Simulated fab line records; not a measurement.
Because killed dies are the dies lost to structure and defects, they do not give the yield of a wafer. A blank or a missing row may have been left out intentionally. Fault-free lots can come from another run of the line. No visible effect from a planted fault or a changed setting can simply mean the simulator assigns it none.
One fault through the eyes of 2 desks || flow ritCmos || each desk holds nothing but its own numbers, with what lay behind them at the end

THE METROLOGY DESK
Means of the sampled wafers that have a number, per lot and without regard to the tool the lot ran on: this is what the gauges read. A lot is out of limits, marked OUT, if its mean lies more than 4 standard deviations from the usual mean; the brackets give that distance.
Columns: A = PSD_RS at RIT_SDANNEAL_RS_MEAS_04, usual 115.83 ohm/sq; B = NSD_RS at RIT_SDANNEAL_RS_MEAS_05, usual 84.43 ohm/sq; C = PLDD_RS at RIT_SDANNEAL_RS_MEAS_06, usual 178.4 ohm/sq; D = NLDD_RS at RIT_SDANNEAL_RS_MEAS_07, usual 151.4 ohm/sq; E = SILICIDE_TI_RS at RIT_SILICIDE_RS_MEAS_02, usual 47.8 ohm/sq; F = SILICIDE_TI_THK at RIT_SILICIDE_THK_MEAS_03, usual 29.9 nm
{"lot": "L917", "first seen here": "day 3 10:47", "A": 115.59, "B": 84.67, "C": 178.1, "D": 151.4, "E": 47.6, "F": 29.9}
{"lot": "L924", "first seen here": "day 5 01:37", "A": 115.65, "B": 84.17, "C": 178.6, "D": 151.1, "E": 47.5, "F": 30.2}
{"lot": "L927", "first seen here": "day 5 15:53", "A": 116.06, "B": 84.08, "C": 178.3, "D": 151.4, "E": 48.6, "F": 29.4}
{"lot": "L932", "first seen here": "day 6 17:44", "A": 115.64, "B": 84.74, "C": 178.7, "D": 151.0, "E": 47.5, "F": 29.9}
{"lot": "L934", "first seen here": "day 7 01:32", "A": 116.00, "B": 83.79, "C": 178.5, "D": 151.3, "E": 48.1, "F": 29.6}
{"lot": "L937", "first seen here": "day 7 16:37", "A": 115.67, "B": 84.58, "C": 178.2, "D": 151.1, "E": 47.2, "F": 30.0}
This desk found nothing out of limits on any of the 6 lots.

FOR THE TOOL OWNER'S DESK: rtpAnneal-01
The tool's own readings at RIT_SILICIDE_RTA_06 (time 10 s, ramp up 5 s, ramp down 10 s): means of the sampled wafers that have a number, for each lot that ran on this tool. A lot is out of limits, marked OUT, if its mean lies more than 4 standard deviations from the usual mean; the brackets give that distance.
Columns: A = wafer_temp_C_max at RIT_SILICIDE_RTA_06, usual 752.9
{"lot": "L924", "first seen here": "day 5 02:32", "A": 753.0}
{"lot": "L932", "first seen here": "day 6 18:40", "A": "693.5 (-83) OUT"}
{"lot": "L934", "first seen here": "day 7 02:27", "A": "693.7 (-82) OUT"}
Finding of this desk: L932, L934 out of limits; the first was L932 at day 6 18:40, on wafer_temp_C_max at RIT_SILICIDE_RTA_06. Within limits: L924.

PUT TOGETHER
On L932, L934, at day 6 18:40, an alarm was possible from the tool owner's desk.
At the metrology desk, nothing out of limits was observed.
The metrology desk has L932, L934 on record, within its limits.
On rtpAnneal-01, each named lot ran RIT_SILICIDE_RTA_06.

WHAT THE SIMULATOR HAD INSERTED
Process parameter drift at RIT_SILICIDE_RTA_06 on rtpAnneal-01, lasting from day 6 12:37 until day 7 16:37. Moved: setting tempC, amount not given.
Shown lots that were struck: L932, L934.
How many hours passed from the start of the fault until each desk's first out-of-limits reading: the tool owner's desk, 6.
